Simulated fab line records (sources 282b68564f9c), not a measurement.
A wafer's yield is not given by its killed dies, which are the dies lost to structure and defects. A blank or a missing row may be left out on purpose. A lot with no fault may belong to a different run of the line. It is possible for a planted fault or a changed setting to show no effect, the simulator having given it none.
8D (eight disciplines) problem report, filled in by code -- flow ritCmos -- the parts of the form that need people (team, actions taken, sign-off) are left out

== 1. THE ISSUE ==
On 3 wafers of 1 lot, runLengthS at RIT_NWELL_STRIP_09 has a mean of 72.3 s; fault-free wafers read 208.3 s, standard deviation 0.46. That is -99 or more standard deviations from the usual mean.
The step: strips in O2, time 180 s.
The first sign was on wafer L409.3 at day 5 01:46, on plasmaAsher-02. Wafers with a number at this step in the record: 39, from 13 lots. Rule for "out", or "out of limits": more than 4 standard deviations from the usual mean. The other wafers with a number count as sound.

== 2. WHAT THIS IS AND IS NOT ==
question,is,is not
which readings at this step,runLengthS,"drypumpMotorCurrentA, rfReflPowerW"
which lots,L409,"L394, L395, L397, L399, L402, L403, L404, L405, L406, L407, L410, L415"
which wafers of those lots,all that have a number,-
read on which tools,plasmaAsher-02,"plasmaAsher-03, plasmaAsher-04"
when,from day 5 01:46,"up to then (30 sound wafers); but 6 sound wafers of L410, L415 came after"

== 3. WHAT RULES OUT EACH SUSPECT ==
Counting: a tool stays on the suspect list if, at a process step up to the reading, it processed all lots that are out and no sound lot following the first of them.
- plasmaAsher-02 at RIT_NWELL_STRIP_09 (strips in O2, time 180 s): kept. It ran the lot that is out, L409 (day 5 01:46), and no sound lot after that; its last sound lot up to then is L402 (day 3 12:43). Its own readings are out on those wafers: runLengthS.
Left after counting: plasmaAsher-02 at RIT_NWELL_STRIP_09.

== 4. THE CAUSE (what the simulator had put in) ==
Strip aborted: plasmaAsher-02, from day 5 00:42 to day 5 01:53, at RIT_NWELL_STRIP_09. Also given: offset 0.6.
After counting, this tool was the only one left.

== 5. THE EFFECT CHAIN, in route order ==
Rows list readings where the struck wafers' mean (over those with a number) sits beyond 3 standard deviations from the usual. Only readings for which the record gives a usual standard deviation are gone through. hours: the time from each lot's start at the first step in this table that gives one to its start at this step, as a median over the lots. sigmas: the change in usual standard deviations.
hours,step,reading,usual,on struck wafers,change,sigmas
0,RIT_NWELL_STRIP_09,runLengthS,208.3 s,72.3,-136.0,-99 or more
Its process steps:
- RIT_NWELL_STRIP_09: strips in O2, time 180 s.

== 6. WHAT WOULD HAVE CAUGHT IT SOONER ==
In this record the first reading out of limits was taken at day 5 01:46, 1 hour after the fault began at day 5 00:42.
